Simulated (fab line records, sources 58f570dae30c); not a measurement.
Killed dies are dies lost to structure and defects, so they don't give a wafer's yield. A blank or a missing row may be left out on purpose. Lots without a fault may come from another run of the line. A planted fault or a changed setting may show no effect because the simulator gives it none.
Which tool did it? | flow berkeley_cmos170 | 14 lots, 42 wafers sampled, at 3 steps of a route of 331

WHAT THE GAUGES READ, wafer by wafer
UCB170_ACTIVE_CD_MEAS_13: target cd 1200 nm. Usual: cd_nm 1199.6 nm, standard deviation 1.7.
lot  | measured    | on        | cd_nm (nm)           | flag
L470 | day 4 23:23 | cd_sem-01 | 1203.3 1204.9 1204.5 |
L469 | day 4 23:28 | cd_sem-01 | 1200.1 1202.3 1200.4 |
L473 | day 5 15:05 | cd_sem-01 | 1199.1 1199.7 1198.7 |
L474 | day 5 15:23 | cd_sem-01 | 1197.2 1197.8 1198.2 |
L478 | day 6 11:58 | cd_sem-01 | 1201.5 1199.9 1201.1 |
L479 | day 6 12:04 | cd_sem-02 | 1199.7 1199.1 1198.4 |
L475 | day 6 12:16 | cd_sem-02 | 1200.0 1200.3 1200.8 |
L477 | day 6 12:36 | cd_sem-01 | 1200.1 1201.3 1200.4 |
L481 | day 7 02:26 | cd_sem-01 | 1199.4 1199.4 1198.3 |
L482 | day 7 10:55 | cd_sem-02 | 1198.6 1198.7 1199.3 |
L486 | day 8 03:31 | cd_sem-02 | 1201.4 1199.5 1200.7 |
L488 | day 8 13:35 | cd_sem-01 | 1199.3 1198.5 1199.1 |
L491 | day 9 00:54 | cd_sem-01 | 1198.4 1196.7 1198.1 |
L492 | day 9 13:45 | cd_sem-01 | 1197.9 1197.8 1197.9 |

UCB170_NVT_OVL_MEAS_06. Usual: NVT_OVL 1 nm, standard deviation 5.2.
lot  | measured     | on         | NVT_OVL (nm) | flag
L470 | day 6 11:28  | overlay-02 | 6 5 6        |
L469 | day 6 11:11  | overlay-01 | 2 2 2        |
L473 | day 7 01:37  | overlay-02 | -6 1 -2      |
L474 | day 7 01:54  | overlay-01 | -4 0 2       |
L478 | day 8 01:19  | overlay-02 | 9 10 4       |
L479 | day 8 01:40  | overlay-02 | 0 2 3        |
L475 | day 8 01:01  | overlay-02 | -3 1 -4      |
L477 | day 8 00:41  | overlay-01 | 1 5 4        |
L481 | day 8 13:22  | overlay-01 | -12 -10 -7   |
L482 | day 9 02:13  | overlay-02 | 8 -1 3       |
L486 | day 9 18:07  | overlay-01 | 4 1 2        |
L488 | day 10 02:37 | overlay-02 | -11 -5 -6    |
L491 | day 10 19:53 | overlay-01 | 7 8 1        |
L492 | day 11 09:38 | overlay-01 | 3 6 8        |

WHICH TOOL RAN EACH LOT (tool, then ch and the chambers of the sampled wafers, then the start)
lot  | UCB170_PFIELD_STRIP_08
L470 | plasma_asher-02 ch 0,1, day 5 02:08
L469 | plasma_asher-01 ch 0,1, day 5 02:13
L473 | plasma_asher-04 ch 0,1, day 5 17:17
L474 | plasma_asher-04 ch 1, day 5 17:23
L478 | plasma_asher-04 ch 0,1, day 6 14:56
L479 | plasma_asher-02 ch 0,1, day 6 15:00
L475 | plasma_asher-04 ch 0,1, day 6 15:17
L477 | plasma_asher-02 ch 0,1, day 6 15:45
L481 | plasma_asher-01 ch 0,1, day 7 04:07
L482 | plasma_asher-02 ch 0,1, day 7 15:10
L486 | plasma_asher-02 ch 0, day 8 06:25
L488 | plasma_asher-01 ch 0,1, day 8 15:32
L491 | plasma_asher-02 ch 0,1, day 9 03:42
L492 | plasma_asher-01 ch 0,1, day 9 15:37
- UCB170_PFIELD_STRIP_08: strips in O2.

WHAT THE TOOLS THEMSELVES READ (means of the sampled wafers that have a number; where no wafer has one, the mark that the record gives instead)
UCB170_PFIELD_STRIP_08. Usual: drypump_motor_current_A 5.8 A, standard deviation 0.58; oes_product_au 0.734 a.u., standard deviation 0.0048; strip_time_to_endpoint_s 21.60 s, standard deviation 0.064.
lot  | tool            | drypump_motor_current_A (A) | oes_product_au (a.u.) | strip_time_to_endpoint_s (s) | flag
L470 | plasma_asher-02 | 5.0                         | 0.735                 | 21.63                        |
L469 | plasma_asher-01 | 6.1                         | 0.736                 | 21.60                        |
L473 | plasma_asher-04 | 6.0                         | 0.733                 | 21.48                        |
L474 | plasma_asher-04 | 6.2                         | 0.739                 | 21.65                        |
L478 | plasma_asher-04 | 6.0                         | 0.732                 | 21.68                        |
L479 | plasma_asher-02 | 5.0                         | 0.730                 | 21.60                        |
L475 | plasma_asher-04 | 6.0                         | 0.736                 | 21.65                        |
L477 | plasma_asher-02 | 5.3                         | 0.733                 | 21.70                        |
L481 | plasma_asher-01 | 6.2                         | 0.737                 | 21.66                        |
L482 | plasma_asher-02 | 5.2                         | 0.734                 | 21.60                        |
L486 | plasma_asher-02 | 5.6                         | 0.735                 | 21.56                        |
L488 | plasma_asher-01 | 6.3                         | 0.732                 | 21.53                        |
L491 | plasma_asher-02 | 5.0                         | 0.734                 | 21.67                        |
L492 | plasma_asher-01 | 6.3                         | 0.732                 | 21.60                        |

THE ANSWER, worked out from the rows above alone
Rule: a lot is off if the mean of its wafers that have a number lies more than 3 standard deviations from the usual mean. A lot without any number at a reading at which 4 lots or more have one is off too. The other lots that the step has rows for count as sound. The gauges are gone through in route order, then the tools' own readings, and for those a lot's mean is taken as printed above. The first step at which some lot is off is used, and at that step the reading that is off furthest; a lot without a number counts as furthest.
No lot is off at any reading shown: from this, nothing can be told.

WHAT THE SIMULATOR HAD PUT IN
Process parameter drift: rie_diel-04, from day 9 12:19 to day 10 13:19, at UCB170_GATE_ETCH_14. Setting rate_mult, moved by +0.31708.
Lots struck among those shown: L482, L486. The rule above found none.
